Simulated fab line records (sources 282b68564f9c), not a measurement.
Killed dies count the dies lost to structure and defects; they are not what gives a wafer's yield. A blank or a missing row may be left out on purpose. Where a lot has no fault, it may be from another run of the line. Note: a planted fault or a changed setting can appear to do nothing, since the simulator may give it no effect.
fab line records	flow ritCmos
record lots=5	wafers=23
route steps=202 shown ACTIVE@4 FOX1@20 NWELL@36 PWELL@40 WELLDRIVE@50 NRETRO@54 PRETRO@65
startH: the number of hours between the record's first day and the start of the first shown wafer of the lot	waitH: hours since the lot's step before	" the same as in the row above	L1.1+2: one row covering several wafers at once	- either no value or no given start	* or withheld: withheld	< > ~ a bound
route shown NAME@n: names a module that has steps shown in the file, with the first one's number in the route	usual: mean and standard deviation over wafers with no fault	same: alike in all rows	chamber/n: place in a boat	sites: each site's reading	_std_site: their standard deviation	_edge_site: outer sites' mean less inner sites'	radiusMm: for every site, how far away it sits from the centre of the wafer	mask NAME#n: copy n	behind: tool/chamber where the wafer was last shaped	hold: what put the lot on hold/how long, in hours/how the hold closed	device: the transistor (n, p or np) that didn't switch	end of line: the same wafers' tests at the end of the route	a step without rows: its recipe alone	killed: count of dies lost to structure and defects at first sort (not the wafer's yield)	map: a wafer's dies, marking killed ones x, the rest . and places with no die _
set.NAME: the setting that was run; set.NAME@STEP: the one run at that earlier step	model.NAME: the simulator's own value behind a step, which no gauge read
one table per step and one row per wafer, for lots whose settings were changed on purpose
## steps
# step RIT_ACTIVE_CVD_03
# recipe material=Si3N4	targetThkNm=150	tempC=810	precursor=SiH2Cl2/NH3	timeS=1500	pressureMtorr=300	sih2cl2FlowSccm=60	nh3FlowSccm=150
lot.wafer	tool	chamber	startH	waitH	set.timeS	model.Si3N4_of_ACTIVE_CVD_03.thkNm
L074.1+3	-	-	-	0.1	1500	150.8
L074.2	"	-	"	"	1500	150.7
L074.4	"	-	"	"	1500	151.2
L074.5	"	-	"	"	1500	150.2
L078.1	-	-	-	0.1	1500	151.1
L078.3	"	-	"	"	1500	150.7
L078.4	"	-	"	"	1500	150.1
L078.5	"	-	"	"	1500	151.4
L078.6	"	-	"	"	1500	151.5
L079.1	-	-	-	0.1	1500	151.8
L079.2	"	-	"	"	1500	152
L079.4	"	-	"	"	1500	150.4
L079.5	"	-	"	"	1500	152.1
L079.6	"	-	"	"	1500	152.2
L083.1	-	-	-	1.4	1590	157.8
L083.2	"	-	"	"	1590	157.6
L083.3	"	-	"	"	1590	158.3
L083.4	"	-	"	"	1590	156.4
L083.5	"	-	"	"	1590	158.4
L084.2	lpcvd-01	1	63.11	0.0	1500	150.7
L084.4	"	1	"	"	1500	150.4
L084.6	"	1	"	"	1500	150.8
# step RIT_ACTIVE_THK_MEAS_04
# recipe reads=Si3N4_of_ACTIVE_CVD_03
# usual ACTIVE_NITRIDE_THK=150.7/1.2
lot.wafer	tool	chamber	startH	waitH	set.timeS@ACTIVE_CVD_03	ACTIVE_NITRIDE_THK[nm]
L074.1	filmMetro-04	-	-	-	1500	150.7
L074.2	"	-	"	"	1500	150.5
L074.3	"	-	"	"	1500	150.8
L074.4	"	-	"	"	1500	151.3
L074.5	"	-	"	"	1500	150.2
L078.1	filmMetro-04	-	-	-	1500	151.1
L078.3	"	-	"	"	1500	150.8
L078.4	"	-	"	"	1500	150.1
L078.5	"	-	"	"	1500	151.4
L078.6	"	-	"	"	1500	151.5
L079.1	filmMetro-04	-	-	-	1500	151.8
L079.2	"	-	"	"	1500	151.9
L079.4	"	-	"	"	1500	150.5
L079.5	"	-	"	"	1500	152.2
L079.6	"	-	"	"	1500	152.3
L083.1	filmMetro-03	-	-	-	1590	157.9
L083.2	"	-	"	"	1590	157.6
L083.3	"	-	"	"	1590	158.4
L083.4	"	-	"	"	1590	156.2
L083.5	"	-	"	"	1590	158.4
L084.2	filmMetro-04	-	64.54	0.0	1500	150.7
L084.4	"	-	"	"	1500	150.5
L084.6	"	-	"	"	1500	150.8
# step RIT_ACTIVE_DEVELOP_10
# recipe resist=NOVOLAK	developTimeS=50	devTempC=23
lot.wafer	tool	chamber	startH	waitH	set.developTimeS
L074.1+2	lithoTrack-04	0	-	-	55.52
L074.3+4+5	"	0	"	"	50
L078.1+4+5	lithoTrack-04	0	-	-	50
L078.3+6	"	0	"	"	45.7
L079.1+4	lithoTrack-01	0	-	-	50
L079.2+5+6	"	0	"	"	53.96
L083.1+4+5	lithoTrack-03	0	-	-	45.82
L083.2+3	"	0	"	"	50
L084.2+4+6	lithoTrack-01	0	-	-	50
# step RIT_ACTIVE_CD_MEAS_11
# recipe targetCdNm=1400
# usual cdNm=1400.8/1.7
lot.wafer	tool	chamber	startH	waitH	set.developTimeS@ACTIVE_DEVELOP_10	cdNm
L074.1	cdSem-02	-	15.50	-	55.52	1392.4
L074.2	"	-	"	"	55.52	1392.5
L074.3	"	-	"	"	50	1403.5
L074.4	"	-	"	"	50	1401.8
L074.5	"	-	"	"	50	1402.7
L078.1	cdSem-01	-	34.44	-	50	1399.1
L078.3	"	-	"	"	45.7	1410.5
L078.4	"	-	"	"	50	1400.2
L078.5	"	-	"	"	50	1401.9
L078.6	"	-	"	"	45.7	1410.8
L079.1	cdSem-01	-	40.67	-	50	1402.2
L079.2	"	-	"	"	53.96	1393.9
L079.4	"	-	"	"	50	1400.4
L079.5	"	-	"	"	53.96	1393.6
L079.6	"	-	"	"	53.96	1392.8
L083.1	cdSem-02	-	62.38	-	45.82	1407.5
L083.2	"	-	"	"	50	1396.4
L083.3	"	-	"	"	50	1397.7
L083.4	"	-	"	"	45.82	1408.7
L083.5	"	-	"	"	45.82	1406.3
L084.2	cdSem-01	-	65.60	-	50	1399.2
L084.4	"	-	"	"	50	1400.4
L084.6	"	-	"	"	50	1401.0
# step RIT_ACTIVE_HARDBAKE_12
# recipe resist=NOVOLAK	tempC=140	timeS=60
# step RIT_ACTIVE_ETCH_13
# recipe stopOn=SiO2	chemistry=SF6	target=Si3N4	timeS=210	overEtchFrac=0.4	SF6_flow_sccm=200	pressureMtorr=260	rfW=125	targetDepthA=2100
lot.wafer	tool	chamber	startH	waitH	set.timeS@ACTIVE_CVD_03	set.developTimeS@ACTIVE_DEVELOP_10	model.etch.depthNm	model.ACTIVE.cdNm
L074.1	rieDiel-03	3	15.96	0.1	1500	55.52	150.8	1393
L074.2	"	2	"	"	1500	55.52	150.7	1392
L074.3	"	0	"	"	1500	50	150.8	1404
L074.4	"	1	"	"	1500	50	151.2	1402
L074.5	"	2	"	"	1500	50	150.2	1403
L078.1	rieDiel-04	2	34.71	0.1	1500	50	151.1	1400
L078.3	"	1	"	"	1500	45.7	150.7	1410
L078.4	"	3	"	"	1500	50	150.1	1400
L078.5	"	2	"	"	1500	50	151.4	1402
L078.6	"	1	"	"	1500	45.7	151.5	1411
L079.1	rieDiel-01	0	40.94	0.1	1500	50	151.8	1402
L079.2	"	2	"	"	1500	53.96	152	1394
L079.4	"	3	"	"	1500	50	150.4	1401
L079.5	"	1	"	"	1500	53.96	152.1	1394
L079.6	"	2	"	"	1500	53.96	152.2	1393
L083.1	rieDiel-04	0	62.90	0.1	1590	45.82	157.8	1408
L083.2	"	1	"	"	1590	50	157.6	-
L083.3	"	3	"	"	1590	50	158.3	1398
L083.4	"	2	"	"	1590	45.82	156.4	1409
L083.5	"	2	"	"	1590	45.82	158.4	1407
L084.2	rieDiel-01	1	65.85	0.1	1500	50	150.7	1399
L084.4	"	2	"	"	1500	50	150.4	1400
L084.6	"	2	"	"	1500	50	150.8	1401
# step RIT_ACTIVE_STRIP_14
# recipe chemistry=O2	timeS=180	resist=NOVOLAK	platenTempC=withheld	powerW=500	pressureMtorr=4000	o2FlowSccm=4000
# step RIT_ACTIVE_CD_MEAS_90
# recipe targetCdNm=1400
# usual cdNm=1400.8/1.7
lot.wafer	tool	chamber	startH	waitH	set.developTimeS@ACTIVE_DEVELOP_10	cdNm
L074.1	cdSem-01	-	16.27	0.1	55.52	1392.6
L074.2	"	-	"	"	55.52	1392.2
L074.3	"	-	"	"	50	1403.8
L074.4	"	-	"	"	50	1401.9
L074.5	"	-	"	"	50	1402.5
L078.1	cdSem-02	-	35.02	0.1	50	1399.7
L078.3	"	-	"	"	45.7	1410.3
L078.4	"	-	"	"	50	1400.0
L078.5	"	-	"	"	50	1401.9
L078.6	"	-	"	"	45.7	1410.6
L079.1	cdSem-02	-	41.25	0.1	50	1401.8
L079.2	"	-	"	"	53.96	1394.0
L079.4	"	-	"	"	50	1400.9
L079.5	"	-	"	"	53.96	1393.3
L079.6	"	-	"	"	53.96	1393.0
L083.1	cdSem-02	-	63.21	0.1	45.82	1407.9
L083.2	"	-	"	"	50	1396.4
L083.3	"	-	"	"	50	1397.6
L083.4	"	-	"	"	45.82	1409.2
L083.5	"	-	"	"	45.82	1407.1
L084.2	cdSem-02	-	66.18	0.1	50	1399.1
L084.4	"	-	"	"	50	1400.3
L084.6	"	-	"	"	50	1401.0
# step RIT_FOX1_OXIDATION_00
# recipe tempC=1100	ambient=H2O	targetThkA=3507	pH2oTorr=720	oxTimeS=1130
lot.wafer	tool	chamber	startH	waitH	set.tempC	set.timeS@ACTIVE_CVD_03	model.SiO2_of_FOX1_OXIDATION_00.thkNm	model.Si3N4_of_ACTIVE_CVD_03.thkNm
L074.1	-	-	-	1.7	1086	1500	329.7	143.8
L074.2	"	-	"	"	1086	1500	334.6	143.7
L074.3	"	-	"	"	1086	1500	332.6	143.8
L074.4	"	-	"	"	1086	1500	331	144.2
L074.5	"	-	"	"	1086	1500	328.6	143.2
L078.1	-	-	-	1.9	1118	1500	388.8	143.1
L078.3	"	-	"	"	1118	1500	388.4	142.7
L078.4	"	-	"	"	1118	1500	396.4	142.1
L078.5	"	-	"	"	1118	1500	392.5	143.4
L078.6	"	-	"	"	1118	1500	388	143.5
L079.1	-	-	-	0.1	1121	1500	391.2	143.7
L079.2	"	-	"	"	1121	1500	385.6	143.9
L079.4	"	-	"	"	1121	1500	388.5	142.3
L079.5	"	-	"	"	1121	1500	382.2	144.1
L079.6	"	-	"	"	1121	1500	390.4	144.2
L083.1	-	-	-	0.0	1087	1590	329.8	150.8
L083.2	"	-	"	"	1087	1590	322.9	150.6
L083.3	"	-	"	"	1087	1590	329.3	151.3
L083.4	"	-	"	"	1087	1590	326.8	149.4
L083.5	"	-	"	"	1087	1590	324.1	151.4
L084.2	furnace-03	0	68.39	1.7	1100	1500	348.2	143.3
L084.4	"	0	"	"	1100	1500	341.8	143
L084.6	"	0	"	"	1100	1500	349.7	143.4
# step RIT_FOX1_THK_MEAS_01
# recipe reads=SiO2_of_FOX1_OXIDATION_00
# usual FOX1_OXIDE_THK=352/6.5
lot.wafer	tool	chamber	startH	waitH	set.tempC@FOX1_OXIDATION_00	FOX1_OXIDE_THK[nm]
L074.1	filmMetro-02	-	-	-	1086	330
L074.2	"	-	"	"	1086	335
L074.3	"	-	"	"	1086	333
L074.4	"	-	"	"	1086	331
L074.5	"	-	"	"	1086	329
L078.1	filmMetro-01	-	-	-	1118	389
L078.3	"	-	"	"	1118	389
L078.4	"	-	"	"	1118	397
L078.5	"	-	"	"	1118	392
L078.6	"	-	"	"	1118	388
L079.1	filmMetro-04	-	-	-	1121	392
L079.2	"	-	"	"	1121	386
L079.4	"	-	"	"	1121	389
L079.5	"	-	"	"	1121	382
L079.6	"	-	"	"	1121	390
L083.1	filmMetro-01	-	-	-	1087	329
L083.2	"	-	"	"	1087	323
L083.3	"	-	"	"	1087	329
L083.4	"	-	"	"	1087	327
L083.5	"	-	"	"	1087	324
L084.2	filmMetro-02	-	69.71	0.0	1100	348
L084.4	"	-	"	"	1100	342
L084.6	"	-	"	"	1100	350
# step RIT_NWELL_IMPLANT_08
# recipe species=P	energyKev=170	doseCm2=5e+13	tiltDeg=7
lot.wafer	tool	chamber	startH	waitH	set.doseCm2
L074.1+2+3	implanter-01	0	23.54	0.2	5.278e+13
L074.4+5	"	0	"	"	5e+13
L078.1+3+4+5+6	implanter-03	0	43.69	0.2	5e+13
L079.1+2+5	implanter-03	0	46.88	0.2	4.698e+13
L079.4+6	"	0	"	"	5e+13
L083.1+3+4	implanter-01	0	70.83	0.2	5e+13
L083.2+5	"	0	"	"	5.352e+13
L084.2+4+6	implanter-01	0	73.44	0.2	5e+13
# step RIT_PWELL_COAT_01
# recipe resist=NOVOLAK	spinRpm=2000	resistThkNm=1300
lot.wafer	tool	chamber	startH	waitH	set.resistThkNm	model.NOVOLAK_of_PWELL_COAT_01.thkNm
L074.1+4	lithoTrack-02	0	24.07	0.1	1300	1299
L074.2	"	0	"	"	1264	1260
L074.3	"	0	"	"	1300	1301
L074.5	"	0	"	"	1264	1266
L078.1	lithoTrack-01	0	44.23	0.1	1300	1305
L078.3+5	"	0	"	"	1300	1306
L078.4+6	"	0	"	"	1300	1302
L079.1	lithoTrack-02	0	47.41	0.1	1250	1247
L079.2	"	0	"	"	1300	1300
L079.4	"	0	"	"	1300	1301
L079.5	"	0	"	"	1300	1302
L079.6	"	0	"	"	1250	1249
L083.1	lithoTrack-04	0	71.37	0.1	1300	1299
L083.2	"	0	"	"	1300	1304
L083.3	"	0	"	"	1300	1302
L083.4+5	"	0	"	"	1300	1296
L084.2+4	lithoTrack-02	0	73.98	0.1	1300	1303
L084.6	"	0	"	"	1300	1300
# step RIT_PWELL_HARDBAKE_07
# recipe resist=NOVOLAK	tempC=140	timeS=120
lot.wafer	tool	chamber	startH	waitH	set.tempC	set.resistThkNm@PWELL_COAT_01	model.NOVOLAK_of_PWELL_COAT_01.thkNm
L074.1+4	lithoTrack-02	0	24.96	0.0	140	1300	1136
L074.2	"	0	"	"	140	1264	1103
L074.3	"	0	"	"	140	1300	1138
L074.5	"	0	"	"	140	1264	1107
L078.1+3+5	lithoTrack-04	0	44.99	0.0	140	1300	1142
L078.4	"	0	"	"	140	1300	1139
L078.6	"	0	"	"	140	1300	1138
L079.1	lithoTrack-04	0	48.18	0.0	140	1250	1092
L079.2	"	0	"	"	144.1	1300	1131
L079.4	"	0	"	"	140	1300	1138
L079.5	"	0	"	"	140	1300	1139
L079.6	"	0	"	"	144.1	1250	1088
L083.1	lithoTrack-02	0	72.13	0.0	137.8	1300	1140
L083.2	"	0	"	"	140	1300	1140
L083.3	"	0	"	"	140	1300	1138
L083.4	"	0	"	"	137.8	1300	1137
L083.5	"	0	"	"	140	1300	1133
L084.2+4	lithoTrack-02	0	74.89	0.1	140	1300	1139
L084.6	"	0	"	"	140	1300	1137
# step RIT_PWELL_IMPLANT_08
# recipe species=B	energyKev=170	doseCm2=7e+13	tiltDeg=7
# step RIT_PWELL_STRIP_09
# recipe chemistry=O2	timeS=180	resist=NOVOLAK	platenTempC=withheld	powerW=500	pressureMtorr=4000	o2FlowSccm=4000
# step RIT_WELLDRIVE_ANNEAL_00
# recipe tempC=1100	timeS=14700	ambient=N2
# step RIT_WELLDRIVE_RS_MEAS_01
# recipe thkMeasGauge=four-point-probe
# usual NWELL_RS=275.7/0.74
lot.wafer	tool	chamber	startH	waitH	set.doseCm2@NWELL_IMPLANT_08	NWELL_RS[ohm/sq]
L074.1	filmMetro-01	-	33.53	0.0	5.278e+13	265.9
L074.2	"	-	"	"	5.278e+13	266.0
L074.3	"	-	"	"	5.278e+13	266.9
L074.4	"	-	"	"	5e+13	275.2
L074.5	"	-	"	"	5e+13	275.6
L078.1	filmMetro-04	-	50.71	0.0	5e+13	276.0
L078.3	"	-	"	"	5e+13	276.5
L078.4	"	-	"	"	5e+13	276.3
L078.5	"	-	"	"	5e+13	276.2
L078.6	"	-	"	"	5e+13	276.5
L079.1	filmMetro-04	-	53.98	0.0	4.698e+13	286.4
L079.2	"	-	"	"	4.698e+13	286.6
L079.4	"	-	"	"	5e+13	276.0
L079.5	"	-	"	"	4.698e+13	287.4
L079.6	"	-	"	"	5e+13	275.8
L083.1	filmMetro-01	-	78.03	0.0	5e+13	274.2
L083.2	"	-	"	"	5.352e+13	263.3
L083.3	"	-	"	"	5e+13	274.5
L083.4	"	-	"	"	5e+13	274.0
L083.5	"	-	"	"	5.352e+13	263.2
L084.2	filmMetro-04	-	81.06	0.0	5e+13	276.6
L084.4	"	-	"	"	5e+13	276.8
L084.6	"	-	"	"	5e+13	277.1
# step RIT_NRETRO_COAT_01
# recipe resist=NOVOLAK	spinRpm=2000	resistThkNm=1300
lot.wafer	tool	chamber	startH	waitH	set.spinRpm	model.NOVOLAK_of_NRETRO_COAT_01.thkNm
L074.1+5	lithoTrack-01	0	33.96	0.1	1901	1334
L074.2	"	0	"	"	2000	1306
L074.3	"	0	"	"	1901	1335
L074.4	"	0	"	"	2000	1302
L078.1	lithoTrack-02	0	51.10	0.1	2000	1300
L078.3	"	0	"	"	2000	1302
L078.4	"	0	"	"	2000	1299
L078.5	"	0	"	"	2000	1301
L078.6	"	0	"	"	2000	1303
L079.1	lithoTrack-01	0	54.37	0.1	2117	1264
L079.2	"	0	"	"	2117	1262
L079.4+5	"	0	"	"	2000	1301
L079.6	"	0	"	"	2000	1299
L083.1	lithoTrack-01	0	78.42	0.1	2000	1305
L083.2	"	0	"	"	2000	1308
L083.3	"	0	"	"	2047	1291
L083.4	"	0	"	"	2047	1294
L083.5	"	0	"	"	2000	1304
L084.2	lithoTrack-03	0	81.45	0.1	2000	1299
L084.4	"	0	"	"	2000	1295
L084.6	"	0	"	"	2000	1301
# step RIT_NRETRO_SOFTBAKE_02
# recipe resist=NOVOLAK	tempC=90	timeS=60
# step RIT_NRETRO_EXPOSE_03
# recipe maskId=M4	na=0.57	targetCdNm=43900	doseMj=250
# step RIT_NRETRO_DEVELOP_05
# recipe resist=NOVOLAK	developTimeS=68	devTempC=23
# step RIT_NRETRO_HARDBAKE_07
# recipe resist=NOVOLAK	tempC=140	timeS=120
lot.wafer	tool	chamber	startH	waitH	set.spinRpm@NRETRO_COAT_01	model.NOVOLAK_of_NRETRO_COAT_01.thkNm
L074.1+5	lithoTrack-01	0	34.84	0.0	1901	1166
L074.2	"	0	"	"	2000	1142
L074.3	"	0	"	"	1901	1167
L074.4	"	0	"	"	2000	1139
L078.1	lithoTrack-01	0	51.99	0.0	2000	1137
L078.3+6	"	0	"	"	2000	1139
L078.4	"	0	"	"	2000	1136
L078.5	"	0	"	"	2000	1138
L079.1	lithoTrack-01	0	55.13	0.0	2117	1105
L079.2	"	0	"	"	2117	1104
L079.4+5	"	0	"	"	2000	1138
L079.6	"	0	"	"	2000	1136
L083.1	lithoTrack-03	0	79.31	0.0	2000	1142
L083.2	"	0	"	"	2000	1144
L083.3	"	0	"	"	2047	1129
L083.4	"	0	"	"	2047	1131
L083.5	"	0	"	"	2000	1140
L084.2	lithoTrack-03	0	82.36	0.1	2000	1136
L084.4	"	0	"	"	2000	1132
L084.6	"	0	"	"	2000	1138
# step RIT_NRETRO_IMPLANT_08
# recipe species=P	energyKev=70	doseCm2=1e+13	tiltDeg=7
lot.wafer	tool	chamber	startH	waitH	set.energyKev	model.implant.rpNm	model.implant.drpNm
L074.1+2+3+4+5	implanter-03	0	35.09	0.2	70	88.57	33.94
L078.1+5	implanter-03	0	52.24	0.2	68.08	86.19	33.15
L078.3+4+6	"	0	"	"	70	88.69	33.94
L079.1+5	implanter-03	0	55.38	0.2	70	83.7	33.94
L079.2+4+6	"	0	"	"	66.43	79.32	32.46
L083.1+2+3+4+5	implanter-03	0	79.56	0.2	70	84.51	33.94
L084.2+4+6	implanter-03	0	82.59	0.2	70	87.32	33.94
# step RIT_PRETRO_COAT_01
# recipe resist=NOVOLAK	spinRpm=2000	resistThkNm=1300
lot.wafer	tool	chamber	startH	waitH	set.resistThkNm	model.NOVOLAK_of_PRETRO_COAT_01.thkNm
L074.1	lithoTrack-01	0	35.62	0.1	1264	1269
L074.2	"	0	"	"	1264	1272
L074.3	"	0	"	"	1300	1305
L074.4	"	0	"	"	1264	1273
L074.5	"	0	"	"	1300	1306
L078.1	lithoTrack-03	0	52.78	0.1	1300	1292
L078.3	"	0	"	"	1300	1298
L078.4	"	0	"	"	1300	1296
L078.5+6	"	0	"	"	1300	1297
L079.1+2	lithoTrack-03	0	55.92	0.1	1300	1299
L079.4	"	0	"	"	1300	1302
L079.5	"	0	"	"	1300	1300
L079.6	"	0	"	"	1300	1298
L083.1	lithoTrack-03	0	80.09	0.1	1259	1262
L083.2	"	0	"	"	1259	1257
L083.3	"	0	"	"	1300	1298
L083.4	"	0	"	"	1300	1302
L083.5	"	0	"	"	1300	1299
L084.2	lithoTrack-01	0	83.15	0.1	1300	1296
L084.4	"	0	"	"	1300	1301
L084.6	"	0	"	"	1300	1299
# step RIT_PRETRO_SOFTBAKE_02
# recipe resist=NOVOLAK	tempC=90	timeS=60
# step RIT_PRETRO_EXPOSE_03
# recipe maskId=M5	na=0.57	targetCdNm=43700	doseMj=250
# step RIT_PRETRO_DEVELOP_05
# recipe resist=NOVOLAK	developTimeS=68	devTempC=23
# step RIT_PRETRO_HARDBAKE_07
# recipe resist=NOVOLAK	tempC=140	timeS=120
lot.wafer	tool	chamber	startH	waitH	set.resistThkNm@PRETRO_COAT_01	model.NOVOLAK_of_PRETRO_COAT_01.thkNm
L074.1	lithoTrack-01	0	36.52	0.0	1264	1110
L074.2	"	0	"	"	1264	1112
L074.3	"	0	"	"	1300	1141
L074.4	"	0	"	"	1264	1114
L074.5	"	0	"	"	1300	1142
L078.1	lithoTrack-03	0	53.54	0.0	1300	1130
L078.3	"	0	"	"	1300	1135
L078.4	"	0	"	"	1300	1133
L078.5+6	"	0	"	"	1300	1134
L079.1+2	lithoTrack-03	0	56.69	0.0	1300	1136
L079.4	"	0	"	"	1300	1139
L079.5	"	0	"	"	1300	1137
L079.6	"	0	"	"	1300	1135
L083.1	lithoTrack-03	0	80.98	0.0	1259	1104
L083.2	"	0	"	"	1259	1100
L083.3	"	0	"	"	1300	1135
L083.4	"	0	"	"	1300	1138
L083.5	"	0	"	"	1300	1136
L084.2	lithoTrack-01	0	84.06	0.1	1300	1134
L084.4	"	0	"	"	1300	1138
L084.6	"	0	"	"	1300	1136
## key
split step=RIT_ACTIVE_CVD_03	setting=timeS	stated=1500	by=lot
response step=RIT_ACTIVE_CVD_03	reading=model.Si3N4_of_ACTIVE_CVD_03.thkNm	change=+1.11	per=1%	r=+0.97
response step=RIT_ACTIVE_THK_MEAS_04	reading=ACTIVE_NITRIDE_THK	change=+1.11	per=1%	r=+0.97
response step=RIT_ACTIVE_ETCH_13	reading=model.etch.depthNm	change=+1.11	per=1%	r=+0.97
response step=RIT_FOX1_OXIDATION_00	reading=model.Si3N4_of_ACTIVE_CVD_03.thkNm	change=+1.21	per=1%	r=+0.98
split step=RIT_ACTIVE_DEVELOP_10	setting=developTimeS	stated=50	by=wafer
response step=RIT_ACTIVE_CD_MEAS_11	reading=cdNm	change=-1.07	per=1%	r=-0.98
response step=RIT_ACTIVE_ETCH_13	reading=model.ACTIVE.cdNm	change=-1.04	per=1%	r=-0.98
response step=RIT_ACTIVE_CD_MEAS_90	reading=cdNm	change=-1.08	per=1%	r=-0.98
split step=RIT_FOX1_OXIDATION_00	setting=tempC	stated=1100	by=lot
response step=RIT_FOX1_OXIDATION_00	reading=model.SiO2_of_FOX1_OXIDATION_00.thkNm	change=+20	per=1%	r=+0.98
response step=RIT_FOX1_THK_MEAS_01	reading=FOX1_OXIDE_THK	change=+20.1	per=1%	r=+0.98
split step=RIT_NWELL_IMPLANT_08	setting=doseCm2	stated=5e+13	by=wafer
response step=RIT_WELLDRIVE_RS_MEAS_01	reading=NWELL_RS	change=-1.66	per=1%	r=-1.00
split step=RIT_PWELL_COAT_01	setting=resistThkNm	stated=1300	by=wafer
response step=RIT_PWELL_COAT_01	reading=model.NOVOLAK_of_PWELL_COAT_01.thkNm	change=+13.6	per=1%	r=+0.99
response step=RIT_PWELL_HARDBAKE_07	reading=model.NOVOLAK_of_PWELL_COAT_01.thkNm	change=+11.8	per=1%	r=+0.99
split step=RIT_PWELL_HARDBAKE_07	setting=tempC	stated=140	by=wafer
response none clear
split step=RIT_NRETRO_COAT_01	setting=spinRpm	stated=2000	by=wafer
response step=RIT_NRETRO_COAT_01	reading=model.NOVOLAK_of_NRETRO_COAT_01.thkNm	change=-6.24	per=1%	r=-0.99
response step=RIT_NRETRO_HARDBAKE_07	reading=model.NOVOLAK_of_NRETRO_COAT_01.thkNm	change=-5.38	per=1%	r=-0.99
split step=RIT_NRETRO_IMPLANT_08	setting=energyKev	stated=70	by=wafer
response step=RIT_NRETRO_IMPLANT_08	reading=model.implant.rpNm	change=+0.871	per=1%	r=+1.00
response step=RIT_NRETRO_IMPLANT_08	reading=model.implant.drpNm	change=+0.29	per=1%	r=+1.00
split step=RIT_PRETRO_COAT_01	setting=resistThkNm	stated=1300	by=wafer
response step=RIT_PRETRO_COAT_01	reading=model.NOVOLAK_of_PRETRO_COAT_01.thkNm	change=+12.6	per=1%	r=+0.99
response step=RIT_PRETRO_HARDBAKE_07	reading=model.NOVOLAK_of_PRETRO_COAT_01.thkNm	change=+10.8	per=1%	r=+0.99
